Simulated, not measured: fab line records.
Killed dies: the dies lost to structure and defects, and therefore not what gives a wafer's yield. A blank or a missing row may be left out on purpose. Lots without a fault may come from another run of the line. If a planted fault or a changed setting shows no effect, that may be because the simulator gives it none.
The tool behind it: which one? :: flow berkeleyCmos170 :: 7 lots (21 wafers sampled), 1 step of a 331-step route

WHAT THE GAUGES READ, wafer by wafer
UCB170_ACTIVE_OVL_MEAS_14.
lot: L930
measured: day 4 06:59
on: overlay-01
ACTIVE_OVL (nm): -4 2 1

lot: L933
measured: day 5 04:01
on: overlay-02
ACTIVE_OVL (nm): 3 2 -3

lot: L937
measured: day 5 17:57
on: overlay-01
ACTIVE_OVL (nm): -7 -8 -10

lot: L939
measured: day 5 22:59
on: overlay-01
ACTIVE_OVL (nm): -2 -4 -1

lot: L940
measured: day 6 10:56
on: overlay-01
ACTIVE_OVL (nm): 0 3 1

lot: L947
measured: day 7 18:08
on: overlay-02
ACTIVE_OVL (nm): -14 -6 -8

lot: L949
measured: day 8 09:46
on: overlay-01
ACTIVE_OVL (nm): -5 -4 -1

WHAT TOOL EACH LOT RAN ON (gives the tool, then ch and the chambers of the sampled wafers, and finally the start)
The record holds no process step before these readings.

THE ANSWER, worked out from the rows above alone
Rule: the lots themselves supply what counts as usual. Put in order of their means at a reading, lots are off if they are a third of the lots or fewer, leave a main group of 4 or more, and stand apart from it by a gap of 3 or more times the standard deviation of the main group's means; of several such gaps the widest counts. The tables above print the reading to a certain number of digits; a main group whose means all agree to those digits is not used. Also off: a lot with no number at a reading for which 4 or more lots have one. Where the step has rows for the other lots, those lots are counted as sound.
No lot is off on any of the readings shown, so nothing can be concluded from this.

WHAT WAS PUT IN BY THE SIMULATOR
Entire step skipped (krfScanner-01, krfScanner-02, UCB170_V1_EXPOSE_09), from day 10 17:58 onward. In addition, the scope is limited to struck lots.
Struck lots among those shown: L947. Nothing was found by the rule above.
